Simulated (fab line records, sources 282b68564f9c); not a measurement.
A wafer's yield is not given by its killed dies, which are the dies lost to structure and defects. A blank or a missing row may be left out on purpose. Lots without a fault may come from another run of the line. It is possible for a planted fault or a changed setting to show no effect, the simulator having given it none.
Split-lot experiment || flow rit-cmos || 23 wafers read from 5 lots, route of 202 steps

## SPLIT DETAILS
At RIT_ACTIVE_OXIDATION_01 (target thk 46.8 nm, ox time 3360 s), the setting ox-time-s was moved away from the recipe's 3360 s on 15 of the 23 wafers read, by -12.3% to +6.1%. For the rest of the wafers, this setting stayed at what the recipe calls for.

There is no step in the file separating the split from the reading.

## THE READING
ACTIVE_OXIDE_THK, in nm, at RIT_ACTIVE_THK_MEAS_02. On this fab line, fault-free wafers typically give 46.6 nm with a standard deviation of 0.85 nm.

{"wafer": "L078.1", "tool, chamber at the split": "-, -", "ox-time-s as run, s": 3360, "against the recipe": "recipe", "ACTIVE_OXIDE_THK, nm": 45.6, "against lot-mates on the recipe": "-"}
{"wafer": "L078.3", "tool, chamber at the split": "-, -", "ox-time-s as run, s": 3360, "against the recipe": "recipe", "ACTIVE_OXIDE_THK, nm": 45.6, "against lot-mates on the recipe": "-"}
{"wafer": "L078.4", "tool, chamber at the split": "-, -", "ox-time-s as run, s": 3360, "against the recipe": "recipe", "ACTIVE_OXIDE_THK, nm": 45.9, "against lot-mates on the recipe": "-"}
{"wafer": "L078.5", "tool, chamber at the split": "-, -", "ox-time-s as run, s": 3360, "against the recipe": "recipe", "ACTIVE_OXIDE_THK, nm": 45.2, "against lot-mates on the recipe": "-"}
{"wafer": "L078.6", "tool, chamber at the split": "-, -", "ox-time-s as run, s": 3360, "against the recipe": "recipe", "ACTIVE_OXIDE_THK, nm": 44.8, "against lot-mates on the recipe": "-"}
{"wafer": "L079.1", "tool, chamber at the split": "-, -", "ox-time-s as run, s": 2995, "against the recipe": "-10.9%", "ACTIVE_OXIDE_THK, nm": 42.8, "against lot-mates on the recipe": "no lot-mate on the recipe"}
{"wafer": "L079.2", "tool, chamber at the split": "-, -", "ox-time-s as run, s": 2995, "against the recipe": "-10.9%", "ACTIVE_OXIDE_THK, nm": 43.3, "against lot-mates on the recipe": "no lot-mate on the recipe"}
{"wafer": "L079.3", "tool, chamber at the split": "-, -", "ox-time-s as run, s": 2995, "against the recipe": "-10.9%", "ACTIVE_OXIDE_THK, nm": 42.8, "against lot-mates on the recipe": "no lot-mate on the recipe"}
{"wafer": "L079.5", "tool, chamber at the split": "-, -", "ox-time-s as run, s": 2995, "against the recipe": "-10.9%", "ACTIVE_OXIDE_THK, nm": 42.9, "against lot-mates on the recipe": "no lot-mate on the recipe"}
{"wafer": "L079.6", "tool, chamber at the split": "-, -", "ox-time-s as run, s": 2995, "against the recipe": "-10.9%", "ACTIVE_OXIDE_THK, nm": 43.0, "against lot-mates on the recipe": "no lot-mate on the recipe"}
{"wafer": "L080.1", "tool, chamber at the split": "-, -", "ox-time-s as run, s": 3564, "against the recipe": "+6.1%", "ACTIVE_OXIDE_THK, nm": 48.5, "against lot-mates on the recipe": "no lot-mate on the recipe"}
{"wafer": "L080.2", "tool, chamber at the split": "-, -", "ox-time-s as run, s": 3564, "against the recipe": "+6.1%", "ACTIVE_OXIDE_THK, nm": 48.5, "against lot-mates on the recipe": "no lot-mate on the recipe"}
{"wafer": "L080.3", "tool, chamber at the split": "-, -", "ox-time-s as run, s": 3564, "against the recipe": "+6.1%", "ACTIVE_OXIDE_THK, nm": 47.7, "against lot-mates on the recipe": "no lot-mate on the recipe"}
{"wafer": "L080.5", "tool, chamber at the split": "-, -", "ox-time-s as run, s": 3564, "against the recipe": "+6.1%", "ACTIVE_OXIDE_THK, nm": 47.8, "against lot-mates on the recipe": "no lot-mate on the recipe"}
{"wafer": "L080.6", "tool, chamber at the split": "-, -", "ox-time-s as run, s": 3564, "against the recipe": "+6.1%", "ACTIVE_OXIDE_THK, nm": 47.5, "against lot-mates on the recipe": "no lot-mate on the recipe"}
{"wafer": "L081.1", "tool, chamber at the split": "-, -", "ox-time-s as run, s": 2947, "against the recipe": "-12.3%", "ACTIVE_OXIDE_THK, nm": 42.5, "against lot-mates on the recipe": "no lot-mate on the recipe"}
{"wafer": "L081.3", "tool, chamber at the split": "-, -", "ox-time-s as run, s": 2947, "against the recipe": "-12.3%", "ACTIVE_OXIDE_THK, nm": 42.9, "against lot-mates on the recipe": "no lot-mate on the recipe"}
{"wafer": "L081.4", "tool, chamber at the split": "-, -", "ox-time-s as run, s": 2947, "against the recipe": "-12.3%", "ACTIVE_OXIDE_THK, nm": 42.6, "against lot-mates on the recipe": "no lot-mate on the recipe"}
{"wafer": "L081.5", "tool, chamber at the split": "-, -", "ox-time-s as run, s": 2947, "against the recipe": "-12.3%", "ACTIVE_OXIDE_THK, nm": 41.8, "against lot-mates on the recipe": "no lot-mate on the recipe"}
{"wafer": "L081.6", "tool, chamber at the split": "-, -", "ox-time-s as run, s": 2947, "against the recipe": "-12.3%", "ACTIVE_OXIDE_THK, nm": 43.2, "against lot-mates on the recipe": "no lot-mate on the recipe"}
{"wafer": "L084.1", "tool, chamber at the split": "furnace-01, 0", "ox-time-s as run, s": 3360, "against the recipe": "recipe", "ACTIVE_OXIDE_THK, nm": 45.7, "against lot-mates on the recipe": "-"}
{"wafer": "L084.2", "tool, chamber at the split": "furnace-01, 0", "ox-time-s as run, s": 3360, "against the recipe": "recipe", "ACTIVE_OXIDE_THK, nm": 45.8, "against lot-mates on the recipe": "-"}
{"wafer": "L084.3", "tool, chamber at the split": "furnace-01, 0", "ox-time-s as run, s": 3360, "against the recipe": "recipe", "ACTIVE_OXIDE_THK, nm": 45.5, "against lot-mates on the recipe": "-"}

FIT RESULTS
A straight line over all 23 wafers: ACTIVE_OXIDE_THK changes by +0.279 nm for each +1% of ox-time-s; r = +0.97; the points scatter about the line by 0.5 nm.
Too few moved wafers with a lot-mate on the recipe to fit a line net of each lot's own level.

## THE WHOLE CHAIN: every reading that the file lists as answering this split, in the file's order
{"step": "RIT_ACTIVE_OXIDATION_01", "what it does": "target thk 46.8 nm, ox time 3360 s", "reading": "SiO2_of_ACTIVE_OXIDATION_01.thk-nm (the simulator's own value, which no gauge read)", "change (the file's fit)": "+0.277 nm for each +1% of the setting", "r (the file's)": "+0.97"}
{"step": "RIT_ACTIVE_THK_MEAS_02", "what it does": "", "reading": "ACTIVE_OXIDE_THK", "change (the file's fit)": "+0.279 for each +1% of the setting", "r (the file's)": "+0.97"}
{"step": "RIT_FOX2_WET_ETCH_03", "what it does": "etches Si3N4 in H3PO4, target depth 195 nm, time 2700 s", "reading": "SiO2_of_ACTIVE_OXIDATION_01.thk-nm (the simulator's own value, which no gauge read)", "change (the file's fit)": "+0.253 nm for each +1% of the setting", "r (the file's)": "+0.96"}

## FILE'S OWN FIT
ACTIVE_OXIDE_THK changes by +0.279 nm for each +1% of ox-time-s, r = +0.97.
